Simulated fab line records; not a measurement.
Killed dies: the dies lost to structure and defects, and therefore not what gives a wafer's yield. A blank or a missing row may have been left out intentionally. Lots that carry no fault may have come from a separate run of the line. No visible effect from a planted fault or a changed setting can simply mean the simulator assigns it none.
One fault seen from 2 desks | flow berkeley cmos170 | every desk sees just its own numbers, and what lay behind them comes last

AT THE TOOL OWNER'S DESK: plasma asher-02
The tool's own readings at UCB170_BACKSIDE_STRIP_03 (strips in O2): means of the sampled wafers that have a number, for each lot that ran on this tool. The brackets show how far a lot's mean lies from the usual mean; more than 4 standard deviations puts the lot out of limits, marked OUT.
Columns: A = chamber pressure mTorr at UCB170_BACKSIDE_STRIP_03, usual 3500 mTorr; B = drypump motor current A at UCB170_BACKSIDE_STRIP_03, usual 5.5 A; C = o2 flow sccm at UCB170_BACKSIDE_STRIP_03, usual 400.0 sccm; D = oes product au at UCB170_BACKSIDE_STRIP_03, usual 0.735 a.u.; E = strip time to endpoint s at UCB170_BACKSIDE_STRIP_03, usual 21.97 s
lot  | first seen here | A    | B   | C     | D                | E
L704 | day 6 18:16     | 3502 | 5.0 | 399.3 | 0.734            | 21.97
L715 | day 8 18:56     | 3501 | 5.0 | 400.8 | 0.709 (-5.2) OUT | 23.11 (+17) OUT
L717 | day 9 12:52     | 3502 | 5.0 | 400.5 | 0.710 (-4.9) OUT | 23.07 (+17) OUT
Finding of this desk: L715, L717 out of limits; the first was L715 at day 8 18:56, on oes product au at UCB170_BACKSIDE_STRIP_03. In limits: L704.

FROM THE METROLOGY DESK
What the gauges read for every lot (on any tool): the sampled wafers with a number, averaged. The brackets show how far a lot's mean lies from the usual mean; more than 4 standard deviations puts the lot out of limits, marked OUT.
Columns: A = PVT_OVL at UCB170_PVT_OVL_MEAS_06, usual 1 nm
lot  | first seen here | A
L703 | day 5 11:35     | -8
L705 | day 5 15:03     | 7
L704 | day 5 15:32     | 3
L706 | day 5 22:14     | -3
L707 | day 5 22:23     | 1
L708 | day 5 22:40     | 0
L715 | day 7 11:26     | 5
L717 | day 8 08:36     | -2
L720 | day 9 06:47     | 2
L722 | day 9 11:41     | 1
L723 | day 9 12:09     | 5
L725 | day 10 16:06    | 3
This desk found nothing out of limits on any of the 12 lots.

BROUGHT TOGETHER
An alarm could have come from the tool owner's desk at day 8 18:56, on L715, L717.
Nothing out of limits was seen by the metrology desk.
The metrology desk holds a record of L715, L717, inside its limits.
The lots listed all ran UCB170_BACKSIDE_STRIP_03 on plasma asher-02.

WHAT THE SIMULATOR HAD INSERTED
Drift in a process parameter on plasma asher-02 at UCB170_BACKSIDE_STRIP_03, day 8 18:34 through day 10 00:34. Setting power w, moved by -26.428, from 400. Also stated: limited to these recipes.
Shown lots that were struck: L715, L717.
Time in hours from fault onset to the first out-of-limits reading at each desk: the tool owner's desk, 0.
